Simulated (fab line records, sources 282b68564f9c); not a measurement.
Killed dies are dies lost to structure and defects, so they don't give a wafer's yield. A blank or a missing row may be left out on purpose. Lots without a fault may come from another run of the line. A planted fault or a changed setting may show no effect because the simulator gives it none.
fab line records | flow rit_cmos
record lots=5 wafers=15 last_day=6
route steps=202 shown SPACER@130 NSD@131 PSD@142 SDANNEAL@153
lots that met no fault: from a run of the same line without faults
start_h: hours from the record's first day to the start of the lot's first wafer shown | wait_h: hours since the lot's step before | " the same as in the row above | L1.1+2: a row that stands for several wafers | - no value, or no start given | * or withheld: withheld | < > ~ a bound
route shown NAME@n: a module of which the file shows steps, and the number in the route of the first | usual: mean/standard deviation of fault-free wafers | same: alike in all rows | chamber/n: place in a boat | sites: the reading at each site | _std_site: their standard deviation | _edge_site: outer sites' mean less inner sites' | radius_mm: how far each site lies from the wafer's centre | mask NAME#n: copy n | behind: the tool/chamber that last shaped the wafer | hold: why the lot was held/for how many hours/how that ended | device: the transistor (n, p or np) that didn't switch | end of line: the same wafers' tests at the end of the route | a step without rows: its recipe alone | killed: dies lost to structure and defects at the first sort, not the wafer's yield | map: a wafer's dies, x killed, . not, _ none there
set.NAME: the setting as run; set.NAME@STEP: as run at that earlier step | model.NAME: the simulator's own value behind a step, which no gauge read
lots at some steps of the route; a table a step, a row a wafer
services: from which hour (start_h, from the record's first day; less than 0 if before it) a tool's chamber was out of use, for how many hours, and why
## steps
# step RIT_SPACER_ETCHBACK_05
# recipe target_depth_a=2500 SF6_flow_sccm=30 CHF3_flow_sccm=30 target=Si3N4 chemistry=SF6/CHF3 pressure_mtorr=40 rf_w=250 time_s=240 stop_on=SiO2
# usual drypump_motor_current_A=5.7/0.49 oes_product_au=0.827/0.0083 throttle_valve_pct=10.33/0.16
# columns lot.wafer tool chamber start_h wait_h drypump_motor_current_A oes_product_au rf_hours_counter_h throttle_valve_pct
L074.3 rie_diel-04 2 48.79 0.0 5.0 0.833 7 10.29
L074.5 " 3 " " 6.0 0.832 - 10.56
L074.6 " 0 " " 6.4 0.842 - 10.50
L076.1 rie_diel-02 0 58.68 0.1 5.6 0.826 150 10.44
L076.3 " 1 " " 5.4 0.838 73 10.42
L076.5 " 1 " " 5.4 0.833 - 10.42
L078.2 rie_diel-04 2 71.79 0.0 5.0 0.841 8 10.30
L078.3 " 3 " " 6.0 0.826 98 10.57
L078.5 " 0 " " 6.5 0.836 - 10.50
L081.2 rie_diel-04 1 86.06 0.0 5.7 0.825 101 10.30
L081.5 " 2 " " 4.9 0.826 - 10.30
L081.6 " 3 " " 6.0 0.827 - 10.56
L088.1 rie_diel-01 2 120.76 0.1 6.1 0.828 49 10.30
L088.2 " 1 " " 5.0 0.819 49 10.32
L088.6 " 0 " " 6.5 0.834 - 10.17
# step RIT_NSD_HMDS_00
# recipe prime_time_s=60 prime_temp_c=140
# usual exhaust_pa=44.9/0.88
# columns lot.wafer tool chamber start_h wait_h exhaust_pa
L074.3 litho_track-04 0 48.99 0.1 45.7
L074.5 " 0 " " 46.7
L074.6 " 0 " " 45.4
L076.1 litho_track-01 0 58.83 0.1 44.1
L076.3 " 0 " " 45.2
L076.5 " 0 " " 45.7
L078.2 litho_track-03 0 71.96 0.1 46.4
L078.3 " 0 " " 44.8
L078.5 " 0 " " 46.0
L081.2 litho_track-03 0 86.24 0.1 44.2
L081.5 " 0 " " 45.0
L081.6 " 0 " " 44.3
L088.1 litho_track-03 0 120.91 0.1 44.7
L088.2 " 0 " " 43.7
L088.6 " 0 " " 45.5
# step RIT_NSD_COAT_01
# recipe resist=NOVOLAK spin_rpm=3250 resist_thk_nm=1000
# usual exhaust_pa=44.9/0.89
# columns lot.wafer tool chamber start_h wait_h exhaust_pa
L074.3 litho_track-04 0 49.14 0.1 45.5
L074.5 " 0 " " 44.6
L074.6 " 0 " " 44.5
L076.1 litho_track-01 0 58.98 0.1 45.7
L076.3 " 0 " " 46.1
L076.5 " 0 " " 45.7
L078.2 litho_track-03 0 72.11 0.1 44.4
L078.3 " 0 " " 45.9
L078.5 " 0 " " 44.7
L081.2 litho_track-03 0 86.39 0.1 44.9
L081.5 " 0 " " 44.6
L081.6 " 0 " " 44.3
L088.1 litho_track-03 0 121.06 0.1 45.6
L088.2 " 0 " " 44.6
L088.6 " 0 " " 45.9
# step RIT_NSD_SOFTBAKE_02
# recipe resist=NOVOLAK temp_c=90 time_s=60
# usual exhaust_pa=45.1/0.82
# columns lot.wafer tool chamber start_h wait_h exhaust_pa
L074.3 litho_track-04 0 49.29 0.1 43.7
L074.5 " 0 " " 44.7
L074.6 " 0 " " 44.4
L076.1 litho_track-01 0 59.13 0.1 44.3
L076.3 " 0 " " 46.4
L076.5 " 0 " " 44.9
L078.2 litho_track-03 0 72.26 0.1 44.9
L078.3 " 0 " " 45.8
L078.5 " 0 " " 45.6
L081.2 litho_track-03 0 86.54 0.1 46.1
L081.5 " 0 " " 44.8
L081.6 " 0 " " 45.3
L088.1 litho_track-03 0 121.21 0.1 44.9
L088.2 " 0 " " 45.8
L088.6 " 0 " " 44.8
# step RIT_NSD_EXPOSE_03
# recipe mask_id=M9 na=0.57 target_cd_nm=40700 dose_mj=250
# usual exposure_dose_mJ_cm2=249.98/0.25
# columns lot.wafer tool chamber start_h wait_h mask exposure_dose_mJ_cm2
L074.3 iline_stepper-02 0 49.43 0.1 M9#0 249.76
L074.5 " 0 " " M9#0 249.84
L074.6 " 0 " " M9#0 249.48
L076.1 iline_stepper-02 0 59.28 0.1 M9#0 250.36
L076.3 " 0 " " M9#0 249.97
L076.5 " 0 " " M9#0 250.15
L078.2 iline_stepper-01 0 72.53 0.2 M9#0 250.09
L078.3 " 0 " " M9#0 250.29
L078.5 " 0 " " M9#0 250.31
L081.2 iline_stepper-01 0 86.68 0.1 M9#0 250.45
L081.5 " 0 " " M9#0 250.13
L081.6 " 0 " " M9#0 250.28
L088.1 iline_stepper-02 0 121.36 0.1 M9#0 250.04
L088.2 " 0 " " M9#0 249.56
L088.6 " 0 " " M9#0 249.87
# step RIT_NSD_PEB_04
# recipe resist=NOVOLAK temp_c=withheld time_s=withheld
# usual exhaust_pa=45.0/0.86
# columns lot.wafer tool chamber start_h wait_h exhaust_pa
L074.3 litho_track-04 0 49.56 0.1 44.9
L074.5 " 0 " " 43.9
L074.6 " 0 " " 45.2
L076.1 litho_track-04 0 59.40 0.1 44.8
L076.3 " 0 " " 45.2
L076.5 " 0 " " 44.9
L078.2 litho_track-01 0 72.77 0.2 45.2
L078.3 " 0 " " 44.5
L078.5 " 0 " " 46.4
L081.2 litho_track-03 0 86.81 0.1 45.7
L081.5 " 0 " " 46.1
L081.6 " 0 " " 44.8
L088.1 litho_track-03 0 121.47 0.1 45.1
L088.2 " 0 " " 45.5
L088.6 " 0 " " 44.1
# step RIT_NSD_DEVELOP_05
# recipe resist=NOVOLAK develop_time_s=50 dev_temp_c=23
# usual exhaust_pa=44.9/1
# columns lot.wafer tool chamber start_h wait_h exhaust_pa
L074.3 litho_track-04 0 - - 45.9
L074.5 " 0 " " 44.3
L074.6 " 0 " " 45.6
L076.1 litho_track-04 0 - - 44.9
L076.3 " 0 " " 43.7
L076.5 " 0 " " 44.7
L078.2 litho_track-01 0 - - 45.4
L078.3 " 0 " " 46.5
L078.5 " 0 " " 46.1
L081.2 litho_track-03 0 - - 45.5
L081.5 " 0 " " 45.1
L081.6 " 0 " " 45.4
L088.1 litho_track-03 0 - - 44.4
L088.2 " 0 " " 46.7
L088.6 " 0 " " 45.0
# step RIT_NSD_OVL_MEAS_06
# usual NSD_OVL=-0.9/1.3
# columns lot.wafer tool chamber start_h wait_h NSD_OVL[nm]
L074.3 overlay-02 - 49.80 - -2.0
L074.5 " - " " -1.8
L074.6 " - " " -1.8
L076.1 overlay-01 - 59.68 - -1.3
L076.3 " - " " -1.3
L076.5 " - " " 1.1
L078.2 overlay-01 - 73.03 - -1.2
L078.3 " - " " 0.3
L078.5 " - " " -0.7
L081.2 overlay-01 - 87.07 - -0.1
L081.5 " - " " -0.2
L081.6 " - " " -0.8
L088.1 overlay-01 - 121.76 - -1.3
L088.2 " - " " -1.8
L088.6 " - " " -0.6
# step RIT_NSD_HARDBAKE_07
# recipe resist=NOVOLAK temp_c=140 time_s=60
# usual exhaust_pa=45.0/0.87
# columns lot.wafer tool chamber start_h wait_h exhaust_pa
L074.3 litho_track-01 0 49.88 0.1 45.0
L074.5 " 0 " " 45.1
L074.6 " 0 " " 44.4
L076.1 litho_track-03 0 59.72 0.0 44.1
L076.3 " 0 " " 46.1
L076.5 " 0 " " 44.5
L078.2 litho_track-03 0 73.08 0.0 46.6
L078.3 " 0 " " 43.7
L078.5 " 0 " " 45.2
L081.2 litho_track-01 0 87.13 0.0 43.7
L081.5 " 0 " " 44.4
L081.6 " 0 " " 44.7
L088.1 litho_track-04 0 121.79 0.0 45.1
L088.2 " 0 " " 43.9
L088.6 " 0 " " 45.2
# step RIT_NSD_IMPLANT_08
# recipe species=P energy_kev=25 dose_cm2=1.023e+15 tilt_deg=7
# columns lot.wafer tool chamber start_h wait_h
L074.3+5+6 implanter-01 0 50.03 0.1
L076.1+3+5 implanter-03 0 59.87 0.1
L078.2+3+5 implanter-02 0 73.23 0.1
L081.2+5+6 implanter-01 0 87.28 0.1
L088.1+2+6 implanter-01 0 121.94 0.1
# step RIT_NSD_STRIP_09
# recipe chemistry=O2 time_s=180 resist=NOVOLAK platen_temp_c=withheld power_w=500 pressure_mtorr=4000 o2_flow_sccm=4000
# usual drypump_motor_current_A=5.4/0.4 o2_flow_sccm=4001/13
# columns lot.wafer tool chamber start_h wait_h drypump_motor_current_A o2_flow_sccm rf_hours_counter_h
L074.3 plasma_asher-01 1 50.18 0.1 5.6 4012 -
L074.5 " 0 " " 6.0 4004 -
L074.6 " 1 " " 5.6 3988 -
L076.1 plasma_asher-03 0 60.02 0.1 5.5 4013 44
L076.3 " 1 " " 5.6 3987 -
L076.5 " 1 " " 5.6 4022 -
L078.2 plasma_asher-04 1 73.36 0.1 5.6 3999 29
L078.3 " 0 " " 4.8 3998 -
L078.5 " 0 " " 4.8 3998 -
L081.2 plasma_asher-04 1 87.40 0.1 5.6 4000 30
L081.5 " 0 " " 4.8 3998 -
L081.6 " 1 " " 5.6 3987 -
L088.1 plasma_asher-04 1 122.09 0.1 5.6 3984 34
L088.2 " 0 " " 4.8 4014 34
L088.6 " 0 " " 4.8 4019 -
# step RIT_NSD_TW_MEAS_10
# usual NSD_TW=3132/27
# columns lot.wafer tool chamber start_h wait_h NSD_TW
L074.3 film_metro-01 - 50.32 0.1 3106
L074.5 " - " " 3095
L074.6 " - " " 3084
L076.1 film_metro-04 - 60.20 0.1 3166
L076.3 " - " " 3167
L076.5 " - " " 3195
L078.2 film_metro-01 - 73.54 0.1 3108
L078.3 " - " " 3107
L078.5 " - " " 3110
L081.2 film_metro-02 - 87.59 0.1 3125
L081.5 " - " " 3154
L081.6 " - " " 3154
L088.1 film_metro-01 - 122.27 0.1 3118
L088.2 " - " " 3106
L088.6 " - " " 3099
# step RIT_PSD_HMDS_00
# recipe prime_time_s=60 prime_temp_c=140
# usual exhaust_pa=44.9/0.97
# columns lot.wafer tool chamber start_h wait_h exhaust_pa
L074.3 litho_track-03 0 50.47 0.1 44.7
L074.5 " 0 " " 45.2
L074.6 " 0 " " 42.7
L076.1 litho_track-01 0 60.26 0.1 45.2
L076.3 " 0 " " 46.9
L076.5 " 0 " " 44.9
L078.2 litho_track-01 0 73.62 0.1 46.3
L078.3 " 0 " " 44.4
L078.5 " 0 " " 45.2
L081.2 litho_track-03 0 87.66 0.1 44.6
L081.5 " 0 " " 43.2
L081.6 " 0 " " 44.6
L088.1 litho_track-02 0 122.50 0.2 45.8
L088.2 " 0 " " 43.9
L088.6 " 0 " " 44.1
# step RIT_PSD_COAT_01
# recipe resist=NOVOLAK spin_rpm=3250 resist_thk_nm=1000
# usual exhaust_pa=44.8/0.88
# columns lot.wafer tool chamber start_h wait_h exhaust_pa
L074.3 litho_track-03 0 50.62 0.1 46.0
L074.5 " 0 " " 45.3
L074.6 " 0 " " 44.3
L076.1 litho_track-01 0 60.41 0.1 45.2
L076.3 " 0 " " 45.1
L076.5 " 0 " " 45.6
L078.2 litho_track-01 0 73.77 0.1 45.6
L078.3 " 0 " " 45.3
L078.5 " 0 " " 44.9
L081.2 litho_track-03 0 87.81 0.1 44.9
L081.5 " 0 " " 45.7
L081.6 " 0 " " 45.2
L088.1 litho_track-02 0 122.65 0.1 43.8
L088.2 " 0 " " 45.0
L088.6 " 0 " " 42.6
# step RIT_PSD_SOFTBAKE_02
# recipe resist=NOVOLAK temp_c=90 time_s=60
# usual exhaust_pa=44.9/0.96
# columns lot.wafer tool chamber start_h wait_h exhaust_pa
L074.3 litho_track-03 0 50.77 0.1 45.1
L074.5 " 0 " " 44.9
L074.6 " 0 " " 44.7
L076.1 litho_track-01 0 60.56 0.1 46.1
L076.3 " 0 " " 44.2
L076.5 " 0 " " 45.4
L078.2 litho_track-01 0 73.92 0.1 44.6
L078.3 " 0 " " 45.9
L078.5 " 0 " " 43.5
L081.2 litho_track-03 0 87.96 0.1 44.0
L081.5 " 0 " " 43.7
L081.6 " 0 " " 46.2
L088.1 litho_track-02 0 122.80 0.1 43.5
L088.2 " 0 " " 43.3
L088.6 " 0 " " 43.0
# step RIT_PSD_EXPOSE_03
# recipe mask_id=M10 na=0.57 target_cd_nm=40900 dose_mj=250
# usual exposure_dose_mJ_cm2=250.01/0.23
# columns lot.wafer tool chamber start_h wait_h mask exposure_dose_mJ_cm2
L074.3 iline_stepper-02 0 50.91 0.1 M10#0 250.35
L074.5 " 0 " " M10#0 250.22
L074.6 " 0 " " M10#0 250.20
L076.1 iline_stepper-01 0 60.83 0.2 M10#0 250.23
L076.3 " 0 " " M10#0 250.06
L076.5 " 0 " " M10#0 250.04
L078.2 iline_stepper-01 0 74.19 0.2 M10#0 250.22
L078.3 " 0 " " M10#0 250.13
L078.5 " 0 " " M10#0 250.55
L081.2 iline_stepper-02 0 88.23 0.2 M10#0 249.82
L081.5 " 0 " " M10#0 249.93
L081.6 " 0 " " M10#0 250.05
L088.1 iline_stepper-02 0 123.08 0.2 M10#0 250.41
L088.2 " 0 " " M10#0 250.05
L088.6 " 0 " " M10#0 250.04
# step RIT_PSD_PEB_04
# recipe resist=NOVOLAK temp_c=withheld time_s=withheld
# usual exhaust_pa=45.0/0.88
# columns lot.wafer tool chamber start_h wait_h exhaust_pa
L074.3 litho_track-03 0 51.07 0.1 45.3
L074.5 " 0 " " 46.1
L074.6 " 0 " " 44.0
L076.1 litho_track-01 0 60.95 0.1 42.9
L076.3 " 0 " " 44.3
L076.5 " 0 " " 45.1
L078.2 litho_track-03 0 74.31 0.1 43.0
L078.3 " 0 " " 44.6
L078.5 " 0 " " 44.4
L081.2 litho_track-02 0 88.35 0.1 45.0
L081.5 " 0 " " 45.4
L081.6 " 0 " " 44.2
L088.1 litho_track-02 0 123.19 0.1 46.0
L088.2 " 0 " " 45.4
L088.6 " 0 " " 44.8
# step RIT_PSD_DEVELOP_05
# recipe resist=NOVOLAK develop_time_s=50 dev_temp_c=23
# usual exhaust_pa=45.1/0.75
# columns lot.wafer tool chamber start_h wait_h exhaust_pa
L074.3 litho_track-03 0 - - 45.3
L074.5 " 0 " " 44.8
L074.6 " 0 " " 44.7
L076.1 litho_track-01 0 - - 45.5
L076.3 " 0 " " 45.1
L076.5 " 0 " " 46.2
L078.2 litho_track-03 0 - - 43.8
L078.3 " 0 " " 44.4
L078.5 " 0 " " 44.5
L081.2 litho_track-02 0 - - 44.1
L081.5 " 0 " " 44.1
L081.6 " 0 " " 45.1
L088.1 litho_track-02 0 - - 45.4
L088.2 " 0 " " 46.8
L088.6 " 0 " " 45.6
# step RIT_PSD_OVL_MEAS_06
# usual PSD_OVL=-0.7/1.3
# columns lot.wafer tool chamber start_h wait_h PSD_OVL[nm]
L074.3 overlay-02 - 51.32 - 0.3
L074.5 " - " " 0.4
L074.6 " - " " 1.1
L076.1 overlay-01 - 61.23 - 1.3
L076.3 " - " " -0.2
L076.5 " - " " -2.5
L078.2 overlay-01 - 74.58 - 0.2
L078.3 " - " " -0.7
L078.5 " - " " -0.2
L081.2 overlay-02 - 88.62 - -1.7
L081.5 " - " " -0.9
L081.6 " - " " -2.3
L088.1 overlay-01 - 123.48 - -0.5
L088.2 " - " " -0.4
L088.6 " - " " -0.1
# step RIT_PSD_HARDBAKE_07
# recipe resist=NOVOLAK temp_c=140 time_s=60
# usual exhaust_pa=45.0/0.88
# columns lot.wafer tool chamber start_h wait_h exhaust_pa
L074.3 litho_track-03 0 51.39 0.1 43.6
L074.5 " 0 " " 44.7
L074.6 " 0 " " 43.9
L076.1 litho_track-02 0 61.27 0.0 46.4
L076.3 " 0 " " 45.5
L076.5 " 0 " " 46.0
L078.2 litho_track-02 0 74.63 0.0 44.7
L078.3 " 0 " " 43.5
L078.5 " 0 " " 44.4
L081.2 litho_track-03 0 88.67 0.0 44.4
L081.5 " 0 " " 45.5
L081.6 " 0 " " 45.2
L088.1 litho_track-02 0 123.51 0.0 45.1
L088.2 " 0 " " 45.0
L088.6 " 0 " " 43.7
# step RIT_PSD_IMPLANT_08
# recipe species=BF2 energy_kev=27 dose_cm2=5e+15 tilt_deg=7
# columns lot.wafer tool chamber start_h wait_h
L074.3+5+6 implanter-01 0 51.54 0.1
L076.1+3+5 implanter-01 0 61.42 0.1
L078.2+3+5 implanter-02 0 74.78 0.1
L081.2+5+6 implanter-01 0 88.82 0.1
L088.1+2+6 implanter-01 0 123.66 0.1
# step RIT_PSD_STRIP_09
# recipe chemistry=O2 time_s=180 resist=NOVOLAK platen_temp_c=withheld power_w=500 pressure_mtorr=4000 o2_flow_sccm=4000
# usual drypump_motor_current_A=5.8/0.63 o2_flow_sccm=4002/12
# columns lot.wafer tool chamber start_h wait_h drypump_motor_current_A o2_flow_sccm rf_hours_counter_h
L074.3 plasma_asher-02 1 51.70 0.1 6.1 4006 -
L074.5 " 0 " " 6.8 4003 -
L074.6 " 1 " " 6.1 4011 -
L076.1 plasma_asher-03 1 61.57 0.1 5.6 4001 44
L076.3 " 0 " " 5.5 4010 -
L076.5 " 0 " " 5.5 4003 -
L078.2 plasma_asher-03 1 74.91 0.1 5.6 4005 45
L078.3 " 0 " " 5.5 3990 -
L078.5 " 1 " " 5.6 4003 -
L081.2 plasma_asher-02 0 88.95 0.1 6.8 4004 43
L081.5 " 1 " " 6.0 3993 -
L081.6 " 0 " " 6.8 3975 -
L088.1 plasma_asher-04 0 123.81 0.1 4.8 4010 35
L088.2 " 1 " " 5.6 3996 35
L088.6 " 1 " " 5.6 3993 -
# step RIT_PSD_TW_MEAS_10
# usual PSD_TW=3423/30
# columns lot.wafer tool chamber start_h wait_h PSD_TW
L074.3 film_metro-01 - 51.84 0.1 3365
L074.5 " - " " 3392
L074.6 " - " " 3390
L076.1 film_metro-01 - 61.74 0.1 3381
L076.3 " - " " 3396
L076.5 " - " " 3378
L078.2 film_metro-01 - 75.09 0.1 3403
L078.3 " - " " 3393
L078.5 " - " " 3429
L081.2 film_metro-04 - 89.13 0.1 3483
L081.5 " - " " 3469
L081.6 " - " " 3498
L088.1 film_metro-04 - 123.99 0.1 3460
L088.2 " - " " 3433
L088.6 " - " " 3450
# step RIT_SDANNEAL_CLEAN_00
# recipe chemistry=SC1 mix=3:3:50 time_s=600 temp_c=75
# usual bath_heat_duty_pct=15.3/2.1
# columns lot.wafer tool chamber start_h wait_h bath_heat_duty_pct
L074.3 wet_bench-04 0 51.88 0.0 12.6
L074.5 " 0 " " 10.5
L074.6 " 0 " " 11.9
L076.1 wet_bench-01 1 61.80 0.1 17.3
L076.3 " 1 " " 17.9
L076.5 " 1 " " 19.1
L078.2 wet_bench-01 3 75.14 0.0 14.1
L078.3 " 3 " " 13.7
L078.5 " 3 " " 14.7
L081.2 wet_bench-04 3 89.18 0.0 16.9
L081.5 " 3 " " 17.4
L081.6 " 3 " " 17.0
L088.1 wet_bench-04 3 124.05 0.1 17.2
L088.2 " 3 " " 17.9
L088.6 " 3 " " 18.1
# step RIT_SDANNEAL_CLEAN_01
# recipe chemistry=dHF dilution=50:1 time_s=30
# columns lot.wafer tool chamber start_h wait_h
L074.3+5+6 wet_bench-02 0 52.07 0.0
L076.1+3+5 wet_bench-02 2 61.98 0.0
L078.2+3+5 wet_bench-01 3 75.32 0.0
L081.2+5+6 wet_bench-02 3 89.36 0.0
L088.1+2+6 wet_bench-04 2 124.22 0.0
## services
# columns tool chamber start_h hours kind
plasma_asher-02 - 33.02 3.0 repair
plasma_asher-01 - 35.35 1.6 repair
rie_diel-02 2 35.61 11.6 repair
iline_stepper-01 0 42.99 - calibration
rie_diel-02 1 44.26 2.9 repair
rie_diel-02 1 47.14 2.3 repair
rie_diel-02 - 47.66 2.8 pm
iline_stepper-01 - 50.30 4.4 pm
rie_diel-04 0 57.62 2.5 repair
plasma_asher-03 - 62.49 0.7 repair
iline_stepper-02 0 71.85 - calibration
rie_diel-02 1 82.84 1.4 repair
implanter-03 - 88.29 0.5 repair
plasma_asher-04 - 93.69 0.4 repair
plasma_asher-04 - 105.16 2.2 repair
plasma_asher-01 - 108.75 9.0 pm
plasma_asher-01 0 108.75 9.0 vent_cycle
plasma_asher-01 1 108.75 9.0 vent_cycle
plasma_asher-01 0 117.75 - clean
plasma_asher-01 1 117.75 - clean
plasma_asher-02 - 123.99 3.4 repair
## key
fault none
